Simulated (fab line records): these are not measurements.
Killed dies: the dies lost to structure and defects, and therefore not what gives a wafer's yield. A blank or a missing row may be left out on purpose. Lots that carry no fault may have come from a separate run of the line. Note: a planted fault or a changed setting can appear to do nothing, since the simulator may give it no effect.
The tool behind it: which one?	flow berkeley_cmos170	7 lots, 21 wafers sampled, at 1 step of a route of 331

== WHAT THE GAUGES SHOWED, per wafer ==
UCB170_FIELD_THK_MEAS_90.
lot	measured	on	FIELD_OXIDE_LEFT_1_THK (nm)
L583	day 6 12:23	film_metro-02	458 441 454
L585	day 6 12:23	film_metro-01	429 431 436
L589	day 7 03:31	film_metro-02	447 440 436
L591	day 7 22:00	film_metro-02	440 442 443
L596	day 8 16:47	film_metro-01	432 434 426
L602	day 10 04:14	film_metro-02	448 448 443
L605	day 10 21:19	film_metro-02	438 436 430

== WHICH TOOL RAN EACH LOT (tool, then ch and the chambers of the sampled wafers, then the start) ==
There is no process step in the record ahead of these readings.

== THE ANSWER, worked out from the rows above alone ==
Rule: usual is defined by the lots themselves. The widest of any qualifying gaps counts: lots, ordered by their means at a reading, are off when they make up no more than a third of the lots, leave a main group of 4 or more, and stand apart from it by 3 or more times the standard deviation of that group's means. Not used: any main group whose means are identical at the precision the tables above print for the reading. Also off: a lot with no number at a reading for which 4 or more lots have one. Any other lot the step has rows for is counted as sound.
None of the lots is off at any reading shown; this tells nothing.

== WHAT HAD BEEN PUT IN BY THE SIMULATOR ==
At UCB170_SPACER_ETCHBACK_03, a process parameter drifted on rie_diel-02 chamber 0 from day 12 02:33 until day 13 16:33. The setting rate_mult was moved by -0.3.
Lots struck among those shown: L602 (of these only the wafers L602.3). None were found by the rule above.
